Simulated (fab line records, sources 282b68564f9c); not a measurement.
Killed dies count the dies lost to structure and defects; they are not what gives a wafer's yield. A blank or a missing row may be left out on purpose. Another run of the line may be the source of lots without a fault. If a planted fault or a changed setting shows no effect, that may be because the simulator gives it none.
fab line records	flow ritCmos
record lots=7	wafers=21	lastDay=7
route steps=202 shown ACTIVE@1 FOX1@20 FOX2@23 M1@202
lots that met no fault: taken from a fault-free run of the same line
startH: hours from the record's opening day to when the first of the lot's shown wafers began	waitH: how many hours have passed since the lot's step before this one	" identical to the entry in the row above	L1.1+2: a row that stands for several wafers	- no value, or no start given	* or withheld: withheld	< > ~ a bound
route shown NAME@n: a module of which the file shows steps, and the number in the route of the first	usual: average and standard deviation across the fault-free wafers	same: alike in all rows	chamber/n: place in a boat	sites: the reading at each site	_std_site: the standard deviation of these	_edge_site: the outer-site mean with the inner-site mean subtracted	radiusMm: how far each site lies from the wafer's centre	mask NAME#n: copy n	behind: the most recent tool/chamber to have shaped the wafer	hold: cause of the lot's hold/its duration in hours/its outcome	device: transistor that didn't switch, given as n, p or np	end of line: tests of these same wafers at the route's end	step lacking rows: just its recipe	killed: count of dies lost to structure and defects at first sort (not the wafer's yield)	map: a wafer's dies, marking killed ones x, the rest . and places with no die _
set.NAME: the setting as run; set.NAME@STEP: as run at that earlier step	model.NAME: the simulator's own value behind a step, which no gauge read
lots at selected steps of the route; one table per step, one row per wafer
services: from which hour (startH, from the record's first day; less than 0 if before it) a tool's chamber was out of use, for how many hours, and why
## steps
# step RIT_ACTIVE_BOW_MEAS_00
# recipe mode=bow
# usual INCOMING_BOW=-1/6.4
lot.wafer	tool	chamber	startH	waitH	INCOMING_BOW[um]
L709.4	filmMetro-01	-	25.06	-	-4
L709.5	"	-	"	"	-2
L709.6	"	-	"	"	3
L713.1	filmMetro-01	-	45.00	-	0
L713.2	"	-	"	"	-14
L713.4	"	-	"	"	-7
L716.2	filmMetro-02	-	60.02	-	13
L716.3	"	-	"	"	-10
L716.5	"	-	"	"	-3
L719.1	filmMetro-03	-	75.00	-	2
L719.2	"	-	"	"	-8
L719.4	"	-	"	"	8
L720.2	filmMetro-02	-	80.02	-	-10
L720.5	"	-	"	"	2
L720.6	"	-	"	"	1
L723.1	filmMetro-01	-	95.00	-	-1
L723.2	"	-	"	"	-16
L723.4	"	-	"	"	-6
L727.2	filmMetro-01	-	115.02	-	7
L727.4	"	-	"	"	-18
L727.6	"	-	"	"	-6
# step RIT_ACTIVE_OXIDATION_01
# recipe tempC=990.3	ambient=O2	targetThkA=468	oxTimeS=3360
# usual spikeTcLoadC=1014/4.2	zonePowerCentrePct=44/3.3
lot.wafer	tool	chamber	startH	waitH	spikeTcLoadC	zonePowerCentrePct
L709.4	furnace-01	0	25.12	0.0	1012	40
L709.5	"	0	"	"	1010	39
L709.6	"	0	"	"	1012	40
L709.4	furnace-01	0	28.13	1.1	1013	40
L709.5	"	0	"	"	1011	40
L709.6	"	0	"	"	1011	39
L713.1	furnace-01	0	45.20	0.2	1012	41
L713.2	"	0	"	"	1010	41
L713.4	"	0	"	"	1010	40
L713.1	furnace-01	0	47.30	0.2	1012	40
L713.2	"	0	"	"	1013	40
L713.4	"	0	"	"	1013	41
L716.2	furnace-04	0	60.12	0.1	1012	47
L716.3	"	0	"	"	1012	47
L716.5	"	0	"	"	1012	47
L716.2	furnace-04	0	63.13	1.1	1011	47
L716.3	"	0	"	"	1012	47
L716.5	"	0	"	"	1011	47
L719.1	furnace-04	0	75.12	0.1	1012	47
L719.2	"	0	"	"	1012	47
L719.4	"	0	"	"	1012	47
L720.2	furnace-01	0	80.12	0.1	1011	40
L720.5	"	0	"	"	1010	40
L720.6	"	0	"	"	1012	40
L723.1	furnace-01	0	95.12	0.1	1011	41
L723.2	"	0	"	"	1012	40
L723.4	"	0	"	"	1011	41
L727.2	furnace-03	0	115.12	0.1	1022	47
L727.4	"	0	"	"	1020	47
L727.6	"	0	"	"	1021	46
# step RIT_ACTIVE_THK_MEAS_02
# recipe reads=SiO2_of_ACTIVE_OXIDATION_01
# usual ACTIVE_OXIDE_THK=42.5/1
lot.wafer	tool	chamber	startH	waitH	ACTIVE_OXIDE_THK[nm]
L709.4	filmMetro-01	-	30.15	0.1	66.1
L709.5	"	-	"	"	66.8
L709.6	"	-	"	"	66.4
L713.1	filmMetro-01	-	49.24	0.0	63.3
L713.2	"	-	"	"	62.5
L713.4	"	-	"	"	63.1
L716.2	filmMetro-02	-	65.07	0.0	68.3
L716.3	"	-	"	"	66.5
L716.5	"	-	"	"	66.9
L719.1	filmMetro-03	-	77.05	0.0	42.8
L719.2	"	-	"	"	43.1
L719.4	"	-	"	"	42.0
L720.2	filmMetro-03	-	82.06	0.0	41.3
L720.5	"	-	"	"	41.8
L720.6	"	-	"	"	41.8
L723.1	filmMetro-03	-	97.05	0.0	42.4
L723.2	"	-	"	"	43.0
L723.4	"	-	"	"	43.0
L727.2	filmMetro-03	-	117.06	0.0	41.1
L727.4	"	-	"	"	41.8
L727.6	"	-	"	"	42.4
# step RIT_ACTIVE_CVD_03
# recipe material=Si3N4	targetThkNm=150	tempC=810	precursor=SiH2Cl2/NH3	timeS=1500	pressureMtorr=300	sih2cl2FlowSccm=60	nh3FlowSccm=150
# step RIT_ACTIVE_THK_MEAS_04
# recipe reads=Si3N4_of_ACTIVE_CVD_03
# usual ACTIVE_NITRIDE_THK=149.8/1.3
lot.wafer	tool	chamber	startH	waitH	ACTIVE_NITRIDE_THK[nm]
L709.4	filmMetro-02	-	31.63	0.0	150.8
L709.5	"	-	"	"	150.3
L709.6	"	-	"	"	151.1
L713.1	filmMetro-03	-	52.74	0.5	149.4
L713.2	"	-	"	"	150.7
L713.4	"	-	"	"	150.0
L716.2	filmMetro-02	-	66.55	0.0	150.5
L716.3	"	-	"	"	150.6
L716.5	"	-	"	"	149.9
L719.1	filmMetro-03	-	78.53	0.0	150.6
L719.2	"	-	"	"	149.8
L719.4	"	-	"	"	150.4
L720.2	filmMetro-03	-	83.54	0.0	148.8
L720.5	"	-	"	"	150.2
L720.6	"	-	"	"	149.2
L723.1	filmMetro-01	-	98.53	0.0	151.3
L723.2	"	-	"	"	150.5
L723.4	"	-	"	"	151.2
L727.2	filmMetro-02	-	119.25	0.0	147.5
L727.4	"	-	"	"	148.3
L727.6	"	-	"	"	147.8
# step RIT_ACTIVE_HMDS_05
# recipe primeTimeS=60	primeTempC=140
# step RIT_ACTIVE_COAT_06
# recipe resist=NOVOLAK	spinRpm=3250	resistThkNm=1000
# step RIT_ACTIVE_SOFTBAKE_07
# recipe resist=NOVOLAK	tempC=90	timeS=60
# step RIT_ACTIVE_EXPOSE_08
# recipe maskId=M1	na=0.6	sourceShape=conventional	sigmaOuter=0.6	targetCdNm=1400	doseMj=225
# step RIT_ACTIVE_PEB_09
# recipe resist=NOVOLAK	tempC=withheld	timeS=withheld
# step RIT_ACTIVE_DEVELOP_10
# recipe resist=NOVOLAK	developTimeS=50	devTempC=23
# step RIT_ACTIVE_CD_MEAS_11
# recipe targetCdNm=1400
# usual cdNm=1400.3/2
lot.wafer	tool	chamber	startH	waitH	cdNm
L709.4	cdSem-02	-	32.87	-	1399.7
L709.5	"	-	"	"	1402.0
L709.6	"	-	"	"	1401.5
L713.1	cdSem-02	-	53.83	-	1397.6
L713.2	"	-	"	"	1398.2
L713.4	"	-	"	"	1398.4
L716.2	cdSem-02	-	67.69	-	1401.2
L716.3	"	-	"	"	1400.3
L716.5	"	-	"	"	1400.4
L719.1	cdSem-01	-	79.44	-	1399.7
L719.2	"	-	"	"	1398.9
L719.4	"	-	"	"	1398.3
L720.2	cdSem-01	-	84.46	-	1403.1
L720.5	"	-	"	"	1400.9
L720.6	"	-	"	"	1402.4
L723.1	cdSem-02	-	99.44	-	1399.5
L723.2	"	-	"	"	1403.7
L723.4	"	-	"	"	1400.9
L727.2	cdSem-01	-	120.29	-	1399.2
L727.4	"	-	"	"	1399.9
L727.6	"	-	"	"	1401.0
# step RIT_ACTIVE_HARDBAKE_12
# recipe resist=NOVOLAK	tempC=140	timeS=60
# step RIT_ACTIVE_ETCH_13
# recipe stopOn=SiO2	chemistry=SF6	target=Si3N4	timeS=210	overEtchFrac=0.4	SF6_flow_sccm=200	pressureMtorr=271.8	rfW=125	targetDepthA=2100
# usual drypumpMotorCurrentA=5.8/0.41	oesProductAu=0.817/0.013	throttleValvePct=7.36/0.12
# same timeS=210
lot.wafer	tool	chamber	startH	waitH	drypumpMotorCurrentA	oesProductAu	rfHoursCounterH	throttleValvePct	model.SiO2_of_ACTIVE_OXIDATION_01.thkNm
L709.4	rieDiel-04	1	33.15	0.1	6.2	0.831	-	7.39	64.75
L709.5	"	2	"	"	5.3	0.829	-	7.44	66.8
L709.6	"	0	"	"	6.0	0.815	-	7.27	66.36
L713.1	rieDiel-01	1	54.19	0.1	6.4	0.834	163	7.46	61.91
L713.2	"	0	"	"	6.0	0.829	5	7.42	62.45
L713.4	"	2	"	"	5.4	0.793	62	7.55	62.7
L716.2	rieDiel-04	0	67.98	0.1	6.0	0.808	105	7.28	68.32
L716.3	"	3	"	"	5.0	0.819	89	7.21	65.07
L716.5	"	3	"	"	5.0	0.813	-	7.20	65.4
L719.1	rieDiel-04	1	79.71	0.1	6.2	0.822	3	7.38	41.4
L719.2	"	2	"	"	5.3	0.835	102	7.44	43.11
L719.4	"	3	"	"	5.0	0.809	89	7.20	40.48
L720.2	rieDiel-02	1	84.71	0.1	5.7	0.802	142	7.38	41.38
L720.5	"	0	"	"	5.7	0.803	-	7.16	41.69
L720.6	"	3	"	"	6.3	0.800	-	7.27	40.95
L723.1	rieDiel-04	0	99.71	0.1	6.0	0.813	106	7.29	42.33
L723.2	"	1	"	"	6.2	0.833	3	7.39	41.62
L723.4	"	2	"	"	5.3	0.833	103	7.44	43.1
L727.2	rieDiel-04	2	120.54	0.1	5.3	0.823	103	7.45	41.1
L727.4	"	3	"	"	5.0	0.804	90	7.22	40.37
L727.6	"	2	"	"	5.3	0.834	-	7.45	42.36
# step RIT_ACTIVE_STRIP_14
# recipe chemistry=O2	timeS=180	resist=NOVOLAK	platenTempC=withheld	powerW=500	pressureMtorr=4000	o2FlowSccm=4000
# usual drypumpMotorCurrentA=5.6/0.56
# same timeS=180
lot.wafer	tool	chamber	startH	waitH	drypumpMotorCurrentA	rfHoursCounterH
L709.4	plasmaAsher-01	1	33.27	0.1	5.6	-
L709.5	"	0	"	"	5.7	-
L709.6	"	1	"	"	5.7	-
L713.1	plasmaAsher-01	0	54.32	0.1	5.7	42
L713.2	"	1	"	"	5.6	42
L713.4	"	0	"	"	5.7	-
L716.2	plasmaAsher-03	1	68.12	0.1	6.1	43
L716.3	"	0	"	"	4.8	-
L716.5	"	1	"	"	6.1	-
L719.1	plasmaAsher-04	0	79.84	0.1	5.5	26
L719.2	"	1	"	"	6.2	26
L719.4	"	1	"	"	6.2	-
L720.2	plasmaAsher-04	1	84.84	0.1	6.1	26
L720.5	"	0	"	"	5.5	-
L720.6	"	1	"	"	6.1	-
L723.1	plasmaAsher-04	1	99.84	0.1	6.2	28
L723.2	"	0	"	"	5.5	28
L723.4	"	1	"	"	6.2	-
L727.2	plasmaAsher-01	0	120.68	0.1	5.7	0
L727.4	"	1	"	"	5.7	-
L727.6	"	0	"	"	5.7	-
# step RIT_ACTIVE_CD_MEAS_90
# recipe targetCdNm=1400
# usual cdNm=1400.2/2.1
lot.wafer	tool	chamber	startH	waitH	cdNm
L709.4	cdSem-02	-	33.45	0.1	1400.0
L709.5	"	-	"	"	1401.1
L709.6	"	-	"	"	1401.4
L713.1	cdSem-01	-	54.50	0.1	1396.9
L713.2	"	-	"	"	1398.0
L713.4	"	-	"	"	1398.2
L716.2	cdSem-01	-	68.31	0.1	1401.2
L716.3	"	-	"	"	1400.1
L716.5	"	-	"	"	1400.2
L719.1	cdSem-01	-	80.02	0.1	1399.4
L719.2	"	-	"	"	1398.8
L719.4	"	-	"	"	1398.8
L720.2	cdSem-02	-	85.04	0.1	1402.8
L720.5	"	-	"	"	1400.7
L720.6	"	-	"	"	1402.4
L723.1	cdSem-01	-	100.02	0.1	1399.5
L723.2	"	-	"	"	1403.3
L723.4	"	-	"	"	1401.1
L727.2	cdSem-02	-	120.87	0.1	1399.8
L727.4	"	-	"	"	1399.6
L727.6	"	-	"	"	1401.1
# step RIT_ACTIVE_CLEAN_15
# recipe chemistry=SC1	mix=3:3:50	timeS=600	tempC=75
# step RIT_ACTIVE_CLEAN_16
# recipe chemistry=dHF	dilution=50:1	timeS=30
# step RIT_ACTIVE_CLEAN_17
# recipe chemistry=SC2	mix=3:3:50	timeS=600	tempC=75	dry=n2Spin
# step RIT_FOX1_OXIDATION_00
# recipe tempC=1100	ambient=H2O	targetThkA=3507	pH2oTorr=720	oxTimeS=1130
# step RIT_FOX1_THK_MEAS_01
# recipe reads=SiO2_of_FOX1_OXIDATION_00
# usual FOX1_OXIDE_THK=348/6.9
lot.wafer	tool	chamber	startH	waitH	FOX1_OXIDE_THK[nm]
L709.4	filmMetro-02	-	35.22	0.0	347
L709.5	"	-	"	"	356
L709.6	"	-	"	"	349
L713.1	filmMetro-01	-	56.72	0.0	346
L713.2	"	-	"	"	345
L713.4	"	-	"	"	348
L716.2	filmMetro-04	-	70.72	0.0	340
L716.3	"	-	"	"	343
L716.5	"	-	"	"	337
L719.1	filmMetro-04	-	81.82	0.0	350
L719.2	"	-	"	"	353
L719.4	"	-	"	"	347
L720.2	filmMetro-04	-	87.68	0.0	346
L720.5	"	-	"	"	344
L720.6	"	-	"	"	351
L723.1	filmMetro-04	-	102.04	0.0	354
L723.2	"	-	"	"	347
L723.4	"	-	"	"	353
L727.2	filmMetro-04	-	122.66	0.0	351
L727.4	"	-	"	"	350
L727.6	"	-	"	"	347
# step RIT_FOX1_WET_ETCH_02
# recipe chemistry=BOE	targetDepthNm=350	timeS=390	tempC=21.5	dry=n2Spin	dilution=10:1	target=SiO2
# step RIT_FOX2_OXIDATION_00
# recipe tempC=1100	ambient=H2O	targetThkA=3507	pH2oTorr=720	oxTimeS=1181
# step RIT_FOX2_THK_MEAS_01
# recipe reads=SiO2_of_FOX2_OXIDATION_00
# usual FOX2_OXIDE_THK=359/8.3
lot.wafer	tool	chamber	startH	waitH	FOX2_OXIDE_THK[nm]
L709.4	filmMetro-01	-	37.54	0.1	346
L709.5	"	-	"	"	351
L709.6	"	-	"	"	346
L713.1	filmMetro-01	-	58.65	0.0	347
L713.2	"	-	"	"	345
L713.4	"	-	"	"	348
L716.2	filmMetro-04	-	73.36	0.1	358
L716.3	"	-	"	"	356
L716.5	"	-	"	"	362
L719.1	filmMetro-03	-	84.12	0.0	364
L719.2	"	-	"	"	363
L719.4	"	-	"	"	363
L720.2	filmMetro-04	-	89.17	0.0	366
L720.5	"	-	"	"	364
L720.6	"	-	"	"	364
L723.1	filmMetro-03	-	103.53	0.0	355
L723.2	"	-	"	"	360
L723.4	"	-	"	"	356
L727.2	filmMetro-04	-	124.15	0.0	364
L727.4	"	-	"	"	368
L727.6	"	-	"	"	368
# step RIT_FOX2_CLEAN_02
# recipe chemistry=dHF	dilution=50:1	timeS=180
# step RIT_FOX2_WET_ETCH_03
# recipe chemistry=H3PO4	target=Si3N4	targetDepthNm=195	tempC=165	timeS=2700
# usual tempC=165.00/0.16
# same timeS=2700
lot.wafer	tool	chamber	startH	waitH	tempC	model.SiO2_of_ACTIVE_OXIDATION_01.thkNm
L709.4	wetBench-01	3	37.68	0.0	165.10	57.35
L709.5	"	3	"	"	164.92	59.12
L709.6	"	3	"	"	165.24	58.75
L713.1	wetBench-01	0	59.37	0.0	164.84	54.96
L713.2	"	0	"	"	165.29	55.44
L713.4	"	0	"	"	165.16	55.69
L716.2	wetBench-03	2	73.64	0.2	165.02	60.35
L716.3	"	2	"	"	165.16	57.46
L716.5	"	2	"	"	165.22	57.72
L719.1	wetBench-04	1	84.24	0.0	165.15	36.68
L719.2	"	1	"	"	165.01	38.19
L719.4	"	1	"	"	165.03	35.84
L720.2	wetBench-04	0	89.28	0.0	164.72	36.71
L720.5	"	0	"	"	164.87	36.97
L720.6	"	0	"	"	164.86	36.34
L723.1	wetBench-01	3	103.65	0.0	164.99	37.59
L723.2	"	3	"	"	165.01	36.97
L723.4	"	3	"	"	165.06	38.28
L727.2	wetBench-03	0	124.26	0.0	165.22	36.61
L727.4	"	0	"	"	165.13	35.98
L727.6	"	0	"	"	165.34	37.74
# step RIT_FOX2_THK_MEAS_90
# recipe reads=SiO2_of_FOX2_OXIDATION_00
# usual FIELD_OXIDE_LEFT_1_THK=332/8.3
lot.wafer	tool	chamber	startH	waitH	FIELD_OXIDE_LEFT_1_THK[nm]
L709.4	filmMetro-04	-	38.54	0.0	318
L709.5	"	-	"	"	324
L709.6	"	-	"	"	318
L713.1	filmMetro-03	-	60.13	0.0	320
L713.2	"	-	"	"	318
L713.4	"	-	"	"	321
L716.2	filmMetro-04	-	74.41	0.0	330
L716.3	"	-	"	"	328
L716.5	"	-	"	"	334
L719.1	filmMetro-04	-	85.00	0.0	336
L719.2	"	-	"	"	335
L719.4	"	-	"	"	335
L720.2	filmMetro-01	-	90.05	0.0	339
L720.5	"	-	"	"	337
L720.6	"	-	"	"	336
L723.1	filmMetro-03	-	104.41	0.0	327
L723.2	"	-	"	"	332
L723.4	"	-	"	"	329
L727.2	filmMetro-04	-	125.03	0.0	337
L727.4	"	-	"	"	340
L727.6	"	-	"	"	341
# step RIT_M1_PROBE_99
# usual killed_at_M0_to_M3=0.0/0.14	killedAtContacts=0.0/0.22	killedAtFrontEnd=6.5/3	killedDies=6.6/3	killedOpen=3.4/2.2	killedShort=3.3/1.7
# same grossDies=264	killed_at_M4_up=0	killedAtBackSide=0	killedAtOther=0
lot.wafer	tool	chamber	startH	waitH	killed_at_M0_to_M3	killedAtContacts	killedAtFrontEnd	killedDies	killedOpen	killedShort
L709.4	prober-02	-	78.85	0.2	0	0	10	10	2	8
L709.5	prober-02	-	78.90	0.2	0	1	7	8	5	3
L709.6	prober-02	-	78.95	0.2	0	0	9	9	6	3
L713.1	prober-02	-	99.69	0.1	0	0	4	4	2	2
L713.2	prober-02	-	99.74	0.1	0	1	2	3	3	0
L713.4	prober-02	-	99.84	0.2	0	0	6	6	3	3
L716.2	prober-01	-	119.19	0.1	0	0	8	8	4	4
L716.3	prober-01	-	119.24	0.2	0	0	4	4	2	2
L716.5	prober-01	-	119.34	0.2	0	0	8	8	4	4
L719.1	prober-02	-	122.66	0.1	1	0	2	3	0	3
L719.2	prober-02	-	122.71	0.1	0	0	7	7	3	4
L719.4	prober-02	-	122.81	0.2	0	0	7	7	5	2
L720.2	prober-01	-	127.87	0.1	0	0	5	5	2	3
L720.5	prober-01	-	128.02	0.2	0	0	5	5	2	3
L720.6	prober-01	-	128.07	0.2	0	0	0	0	0	0
L723.1	prober-02	-	143.23	0.1	0	0	5	5	2	3
L723.2	prober-02	-	143.28	0.1	0	0	9	9	5	4
L723.4	prober-02	-	143.38	0.2	0	0	8	8	5	3
L727.2	prober-02	-	162.90	0.1	0	0	9	9	4	5
L727.4	prober-02	-	163.00	0.2	0	0	9	9	5	4
L727.6	prober-02	-	163.10	0.2	0	1	4	5	2	3
# killed by level:class
L709.4 GATE:geometricParticle:short=5 SPACER:geometricParticle:short=2 FOX1:geometricParticle:open=1 GATE:geometricParticle:open=1 REOX:geometricParticle:short=1
L709.5 GATE:geometricParticle:open=3 GATE:geometricParticle:short=2 FOX1:geometricParticle:open=1 REOX:geometricParticle:short=1 CONTACT:geometricParticle:open=1
L709.6 GATE:geometricParticle:open=4 GATE:geometricParticle:short=2 FOX2:geometricParticle:short=1 REOX:geometricParticle:open=1 SPACER:geometricParticle:open=1
L713.1 GATE:geometricParticle:open=2 REOX:geometricParticle:short=2
L713.2 FOX1:geometricParticle:open=1 GATE:geometricParticle:open=1 CONTACT:geometricParticle:open=1
L713.4 ACTIVE:geometricParticle:open=1 FOX1:geometricParticle:short=1 GATE:geometricParticle:open=1 GATE:geometricParticle:short=1 SPACER:geometricParticle:open=1 SPACER:geometricParticle:short=1
L716.2 GATE:geometricParticle:open=3 GATE:geometricParticle:short=3 REOX:geometricParticle:short=1 SPACER:geometricParticle:open=1
L716.3 GATE:geometricParticle:open=1 GATE:geometricParticle:short=1 SPACER:geometricParticle:open=1 SILICIDE:geometricParticle:short=1
L716.5 FOX1:geometricParticle:open=2 GATE:geometricParticle:short=2 FOX1:geometricParticle:short=1 GATE:geometricParticle:open=1 REOX:geometricParticle:short=1 SPACER:geometricParticle:open=1
L719.1 GATE:geometricParticle:short=1 SPACER:geometricParticle:short=1 M1:geometricParticle:short=1
L719.2 GATE:geometricParticle:short=3 FOX1:geometricParticle:open=1 FOX2:geometricParticle:open=1 FOX2:geometricParticle:short=1 GATE:geometricParticle:open=1
L719.4 GATE:geometricParticle:open=2 SILICIDE:geometricParticle:open=2 FOX2:geometricParticle:open=1 SPACER:geometricParticle:short=1 REOX:geometricParticle:short=1
L720.2 FOX1:geometricParticle:short=1 FOX2:geometricParticle:short=1 GATE:geometricParticle:open=1 REOX:geometricParticle:short=1 REOX:geometricParticle:open=1
L720.5 SILICIDE:geometricParticle:short=2 FOX1:geometricParticle:open=1 REOX:geometricParticle:short=1 SILICIDE:geometricParticle:open=1
L720.6
L723.1 GATE:geometricParticle:short=3 SPACER:geometricParticle:open=1 SILICIDE:geometricParticle:open=1
L723.2 GATE:geometricParticle:short=2 SPACER:geometricParticle:open=2 SILICIDE:geometricParticle:short=2 GATE:geometricParticle:open=1 REOX:geometricParticle:open=1 SILICIDE:geometricParticle:open=1
L723.4 REOX:geometricParticle:open=3 GATE:geometricParticle:open=2 REOX:geometricParticle:short=2 GATE:geometricParticle:short=1
L727.2 FOX1:geometricParticle:short=2 GATE:geometricParticle:short=2 FOX1:geometricParticle:open=1 GATE:geometricParticle:open=1 REOX:geometricParticle:open=1 SPACER:geometricParticle:short=1 SPACER:geometricParticle:open=1
L727.4 GATE:geometricParticle:short=4 FOX1:geometricParticle:open=2 FOX2:geometricParticle:open=2 REOX:geometricParticle:open=1
L727.6 FOX2:geometricParticle:open=1 SPACER:geometricParticle:short=1 SILICIDE:geometricParticle:open=1 SILICIDE:geometricParticle:short=1 CONTACT:geometricParticle:short=1
## services
tool	chamber	startH	hours	kind
rieDiel-04	3	16.98	12.8	repair
rieDiel-04	0	20.65	7.6	repair
furnace-01	-	20.91	3.9	pm
rieDiel-01	-	27.14	0.1	repair
wetBench-03	-	30.80	1.8	repair
plasmaAsher-03	-	36.07	1.1	repair
rieDiel-02	3	42.94	12.6	repair
wetBench-04	-	48.87	31.6	repair
rieDiel-01	0	59.10	5.6	repair
rieDiel-02	3	76.76	2.7	repair
rieDiel-01	-	76.79	0.7	repair
rieDiel-01	1	80.48	-	clean
rieDiel-01	1	80.48	23.1	scheduledDown
rieDiel-01	1	80.48	23.1	ventCycle
furnace-03	-	98.52	3.2	pm
furnace-03	-	101.69	3.0	pm
rieDiel-01	3	103.58	-	clean
plasmaAsher-01	0	117.75	-	clean
plasmaAsher-01	1	117.75	-	clean
## key
firstSign step=RIT_ACTIVE_OXIDATION_01	reading=visit	direction=added
effect step=RIT_ACTIVE_THK_MEAS_02	reading=ACTIVE_OXIDE_THK	direction=up	sigmas=22	usual=42.5	struck=65.5
modelEffect step=RIT_ACTIVE_ETCH_13	value=SiO2_of_ACTIVE_OXIDATION_01.thkNm	without=41.19	struck=63.97
modelEffect step=RIT_FOX2_WET_ETCH_03	value=SiO2_of_ACTIVE_OXIDATION_01.thkNm	without=36.99	struck=57.43
metAt RIT_ACTIVE_OXIDATION_01
struckWafers L709.4,L709.5,L709.6,L713.1,L713.2,L713.4,L716.2,L716.3,L716.5
testerLeftOut L709,L713,L716
fault kind=repeatedStepWhole	tool=furnace-01,furnace-03,furnace-04	chamber=-	onsetH=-	steps=RIT_ACTIVE_OXIDATION_01	times=1	scope=struckLotsOnly
# testerLeftOut: of these lots the tester's yield and bins aren't shown, on N5 and GAA mostly nor the transistor test; their killed dies are dies lost to structure and defects alone, not to doping, threshold or leakage, so they don't give the yield
